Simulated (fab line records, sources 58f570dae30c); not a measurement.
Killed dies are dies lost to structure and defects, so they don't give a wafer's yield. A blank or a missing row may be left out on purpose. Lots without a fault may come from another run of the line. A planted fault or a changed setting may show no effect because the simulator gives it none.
Which tool did it? | flow berkeley_cmos170 | 7 lots, 21 wafers sampled, at 1 step of a route of 331

WHAT THE GAUGES READ, wafer by wafer
UCB170_V1_THK_MEAS_01.
lot  | measured     | on            | V1_TEOS_THK (nm)
L123 | day 8 03:13  | film_metro-01 | 2006 1989 2027
L125 | day 8 03:16  | film_metro-01 | 1978 2011 2001
L127 | day 9 03:11  | film_metro-04 | 2014 2009 2029
L128 | day 9 10:52  | film_metro-02 | 2035 2024 2021
L134 | day 10 04:49 | film_metro-01 | 2030 1998 2028
L141 | day 11 20:53 | film_metro-04 | 1987 2011 1990
L143 | day 11 20:55 | film_metro-01 | 2039 2047 1990

WHICH TOOL RAN EACH LOT (tool, then ch and the chambers of the sampled wafers, then the start)
The record holds no process step before these readings.

THE ANSWER, worked out from the rows above alone
Rule: what is usual is taken from the lots themselves. Put in order of their means at a reading, lots are off if they are a third of the lots or fewer, leave a main group of 4 or more, and stand apart from it by a gap of 3 or more times the standard deviation of the main group's means; of several such gaps the widest counts. A main group whose means are all the same, to the digits that the tables above print for the reading, isn't used. A lot without any number at a reading at which 4 lots or more have one is off too. The other lots that the step has rows for count as sound.
No lot is off at any reading shown: from this, nothing can be told.

WHAT THE SIMULATOR HAD PUT IN
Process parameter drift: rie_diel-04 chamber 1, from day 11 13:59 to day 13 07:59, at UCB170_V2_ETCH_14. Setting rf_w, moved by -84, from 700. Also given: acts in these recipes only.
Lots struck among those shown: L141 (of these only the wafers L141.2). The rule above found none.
